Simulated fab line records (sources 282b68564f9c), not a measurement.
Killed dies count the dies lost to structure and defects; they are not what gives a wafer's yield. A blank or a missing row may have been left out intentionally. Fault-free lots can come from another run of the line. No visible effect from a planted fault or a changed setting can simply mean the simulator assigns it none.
Which of the tools did it? / flow ritCmos / 45 wafers from 15 lots sampled at 2 of the route's 202 steps

WHAT EACH GAUGE READ, for each wafer
RIT_ACTIVE_CD_MEAS_90 targets a cd of 1400 nm. Usual: 1399.7 nm for cdNm, sd 2.4.
lot=L200; measured=day 1 20:06; on=cdSem-02; cdNm (nm)=1402.0 1401.2 1401.3; flag=
lot=L201; measured=day 2 01:30; on=cdSem-02; cdNm (nm)=1400.4 1399.9 1400.7; flag=
lot=L202; measured=day 2 09:12; on=cdSem-02; cdNm (nm)=1400.2 1399.6 1400.9; flag=
lot=L204; measured=day 2 17:28; on=cdSem-02; cdNm (nm)=1401.7 1399.9 1402.3; flag=
lot=L205; measured=day 2 21:08; on=cdSem-02; cdNm (nm)=1395.1 1395.3 1394.4; flag=
lot=L212; measured=day 4 08:29; on=cdSem-02; cdNm (nm)=1399.5 1399.8 1400.4; flag=
lot=L213; measured=day 4 13:32; on=cdSem-02; cdNm (nm)=1398.8 1396.8 1397.7; flag=
lot=L214; measured=day 4 18:01; on=cdSem-02; cdNm (nm)=1397.2 1400.9 1401.2; flag=
lot=L215; measured=day 4 23:08; on=cdSem-01; cdNm (nm)=1404.1 1399.6 1401.3; flag=
lot=L216; measured=day 5 04:05; on=cdSem-01; cdNm (nm)=1401.7 1401.3 1400.3; flag=
lot=L217; measured=day 5 09:41; on=cdSem-02; cdNm (nm)=1405.3 1404.8 1403.7; flag=
lot=L218; measured=day 5 14:12; on=cdSem-01; cdNm (nm)=1396.2 1398.2 1394.7; flag=
lot=L219; measured=day 5 19:13; on=cdSem-01; cdNm (nm)=1400.5 1402.1 1400.7; flag=
lot=L221; measured=day 6 05:10; on=cdSem-02; cdNm (nm)=1396.4 1398.8 1396.6; flag=
lot=L222; measured=day 6 10:01; on=cdSem-02; cdNm (nm)=1401.2 1400.5 1402.8; flag=

WHICH TOOL RAN EACH LOT (tool, then ch and the chambers of the sampled wafers, then the start)
lot=L200; RIT_ACTIVE_STRIP_14=plasmaAsher-01 ch 0,1, day 1 19:56
lot=L201; RIT_ACTIVE_STRIP_14=plasmaAsher-04 ch 0,1, day 2 01:20
lot=L202; RIT_ACTIVE_STRIP_14=plasmaAsher-01 ch 0,1, day 2 09:01
lot=L204; RIT_ACTIVE_STRIP_14=plasmaAsher-04 ch 0,1, day 2 17:19
lot=L205; RIT_ACTIVE_STRIP_14=plasmaAsher-02 ch 0,1, day 2 20:58
lot=L212; RIT_ACTIVE_STRIP_14=plasmaAsher-01 ch 0,1, day 4 08:19
lot=L213; RIT_ACTIVE_STRIP_14=plasmaAsher-02 ch 0,1, day 4 13:22
lot=L214; RIT_ACTIVE_STRIP_14=plasmaAsher-01 ch 0, day 4 17:50
lot=L215; RIT_ACTIVE_STRIP_14=plasmaAsher-02 ch 0,1, day 4 22:58
lot=L216; RIT_ACTIVE_STRIP_14=plasmaAsher-01 ch 0,1, day 5 03:54
lot=L217; RIT_ACTIVE_STRIP_14=plasmaAsher-02 ch 0,1, day 5 09:31
lot=L218; RIT_ACTIVE_STRIP_14=plasmaAsher-02 ch 0,1, day 5 14:02
lot=L219; RIT_ACTIVE_STRIP_14=plasmaAsher-04 ch 0,1, day 5 19:02
lot=L221; RIT_ACTIVE_STRIP_14=plasmaAsher-04 ch 0,1, day 6 04:58
lot=L222; RIT_ACTIVE_STRIP_14=plasmaAsher-02 ch 0,1, day 6 09:50
- RIT_ACTIVE_STRIP_14: strips in O2, time 180 s.

AS READ BY THE TOOLS THEMSELVES (means over the sampled wafers that have a number; for cases with no such wafer, the mark the record gives instead)
RIT_ACTIVE_STRIP_14. Usual: 5.8 A for drypumpMotorCurrentA, sd 0.6.
lot=L200; tool=plasmaAsher-01; drypumpMotorCurrentA (A)=6.3; flag=
lot=L201; tool=plasmaAsher-04; drypumpMotorCurrentA (A)=6.0; flag=
lot=L202; tool=plasmaAsher-01; drypumpMotorCurrentA (A)=6.3; flag=
lot=L204; tool=plasmaAsher-04; drypumpMotorCurrentA (A)=6.0; flag=
lot=L205; tool=plasmaAsher-02; drypumpMotorCurrentA (A)=5.2; flag=
lot=L212; tool=plasmaAsher-01; drypumpMotorCurrentA (A)=6.3; flag=
lot=L213; tool=plasmaAsher-02; drypumpMotorCurrentA (A)=5.1; flag=
lot=L214; tool=plasmaAsher-01; drypumpMotorCurrentA (A)=6.3; flag=
lot=L215; tool=plasmaAsher-02; drypumpMotorCurrentA (A)=5.2; flag=
lot=L216; tool=plasmaAsher-01; drypumpMotorCurrentA (A)=6.3; flag=
lot=L217; tool=plasmaAsher-02; drypumpMotorCurrentA (A)=5.1; flag=
lot=L218; tool=plasmaAsher-02; drypumpMotorCurrentA (A)=5.1; flag=
lot=L219; tool=plasmaAsher-04; drypumpMotorCurrentA (A)=6.3; flag=
lot=L221; tool=plasmaAsher-04; drypumpMotorCurrentA (A)=6.0; flag=
lot=L222; tool=plasmaAsher-02; drypumpMotorCurrentA (A)=5.1; flag=

THE ANSWER, worked out from the rows above alone
Rule: take the mean of a lot's wafers that have a number; if it is more than 3 standard deviations from the usual mean, the lot is off. Also off: a lot with no number at a reading for which 4 or more lots have one. All remaining lots with rows at the step are treated as sound. After the gauges, taken in route order, come the tools' own readings; for these a lot's mean is taken, as printed above. At the first step where some lot is off, the reading lying furthest off is the one used; lots without a number count as furthest.
None of the lots is off at any reading shown; this tells nothing.

WHAT THE SIMULATOR HAD INSERTED
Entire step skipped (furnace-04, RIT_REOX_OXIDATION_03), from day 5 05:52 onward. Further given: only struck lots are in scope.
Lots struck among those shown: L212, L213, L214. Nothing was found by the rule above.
